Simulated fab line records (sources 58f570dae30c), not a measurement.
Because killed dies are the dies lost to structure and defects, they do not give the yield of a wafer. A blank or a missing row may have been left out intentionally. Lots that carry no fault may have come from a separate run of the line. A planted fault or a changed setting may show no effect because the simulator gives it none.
Split-lot experiment | flow berkeleyCmos170 | 23 wafers read across 5 lots, on a route 331 steps long

== THE SPLIT ==
At UCB170_NVT_IMPLANT_07, the setting energyKev was moved away from the recipe's 50 on 6 of the 23 wafers read, by -5.9% to +2.2%. The other wafers ran this setting at the recipe's value.

The reading comes from the split's own step.

== THE READING ==
In nm, at UCB170_NVT_IMPLANT_07: implant.drpNm, which is the simulator's own figure and was read by no gauge. The file does not state a usual value for it.

wafer  | tool, chamber at the split | energyKev as run | against the recipe | implant.drpNm, nm | against lot-mates on the recipe
L076.1 | implanter-01, 0            | 50               | recipe             | 18.57             | -
L076.2 | implanter-01, 0            | 50               | recipe             | 18.57             | -
L076.6 | implanter-01, 0            | 50               | recipe             | 18.57             | -
L076.3 | implanter-01, 0            | 47.05            | -5.9%              | 17.78             | -0.79
L076.4 | implanter-01, 0            | 47.05            | -5.9%              | 17.78             | -0.79
L074.1 | implanter-02, 0            | 50               | recipe             | 18.57             | -
L074.5 | implanter-02, 0            | 50               | recipe             | 18.57             | -
L074.6 | implanter-02, 0            | 50               | recipe             | 18.57             | -
L077.2 | implanter-01, 0            | 51.12            | +2.2%              | 18.87             | +0.30
L077.3 | implanter-01, 0            | 51.12            | +2.2%              | 18.87             | +0.30
L077.4 | implanter-01, 0            | 50               | recipe             | 18.57             | -
L077.5 | implanter-01, 0            | 50               | recipe             | 18.57             | -
L077.6 | implanter-01, 0            | 50               | recipe             | 18.57             | -
L084.1 | implanter-01, 0            | 50               | recipe             | 18.57             | -
L084.3 | implanter-01, 0            | 50               | recipe             | 18.57             | -
L084.4 | implanter-01, 0            | 50               | recipe             | 18.57             | -
L084.5 | implanter-01, 0            | 50               | recipe             | 18.57             | -
L084.6 | implanter-01, 0            | 50               | recipe             | 18.57             | -
L081.1 | implanter-03, 0            | 50               | recipe             | 18.57             | -
L081.5 | implanter-03, 0            | 50               | recipe             | 18.57             | -
L081.6 | implanter-03, 0            | 50               | recipe             | 18.57             | -
L081.2 | implanter-03, 0            | 47.08            | -5.8%              | 17.79             | -0.78
L081.3 | implanter-03, 0            | 47.08            | -5.8%              | 17.79             | -0.78

FIT RESULTS
A straight line over all 23 wafers: implant.drpNm changes by +0.134 nm for each +1% of energyKev; r = +1.00; the points scatter about the line by 0.00045 nm.
The same after taking each lot's own level away (the mean of its wafers on the recipe; 23 wafers): +0.134 nm for each +1%; r = +1.00; scatter 0.00045 nm.
Per that fit: largest energyKev move, reading shift of 0.79 nm.
The lots' own levels span 18.570 to 18.570 nm.
Consequently the slope shifts little with the lot-to-lot level, the two slopes agreeing.
Check: for one of the wafers moved furthest among these (-5.9%), held out of the fit, the line's prediction against its lot-mates is -0.789 nm. It came out at -0.79 nm against them.

== THESE WAFERS: OTHER SPLITS ==
These wafers also went through other splits before the reading. Each is held against what the fit with the lots' levels taken away leaves over:
other split on the same wafers      | wafers away from the commonest value | r with implant.drpNm (lot level and that fit taken away)
UCB170_ZERO_STRIP_07 o2FlowSccm     | 8                                    | +0.09
UCB170_NWELL_PEB_10 pebTempC        | 9                                    | -0.01
UCB170_NWELL_IMPLANT_14 energyKev   | 4                                    | -0.06
UCB170_WELLDRIVE_OXIDATION_01 tempC | 18                                   | -0.57
UCB170_ACTIVE_OXIDATION_02 tempC    | 15                                   | +0.48
UCB170_ACTIVE_COAT_08 spinRpm       | 8                                    | -0.32
UCB170_PFIELD_COAT_01 spinRpm       | 8                                    | +0.01
UCB170_NVT_COAT_01 spinRpm          | 9                                    | +0.00

== THE WHOLE CHAIN: every reading that the file lists as answering this split, in the file's order ==
step                  | what it does | reading                                                        | change (the file's fit)               | r (the file's)
UCB170_NVT_IMPLANT_07 |              | implant.rpNm (the simulator's own value, which no gauge read)  | +0.365 nm for each +1% of the setting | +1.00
UCB170_NVT_IMPLANT_07 |              | implant.drpNm (the simulator's own value, which no gauge read) | +0.134 nm for each +1% of the setting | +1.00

== FILE'S OWN FIT ==
implant.drpNm changes by +0.134 nm for each +1% of energyKev, r = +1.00.
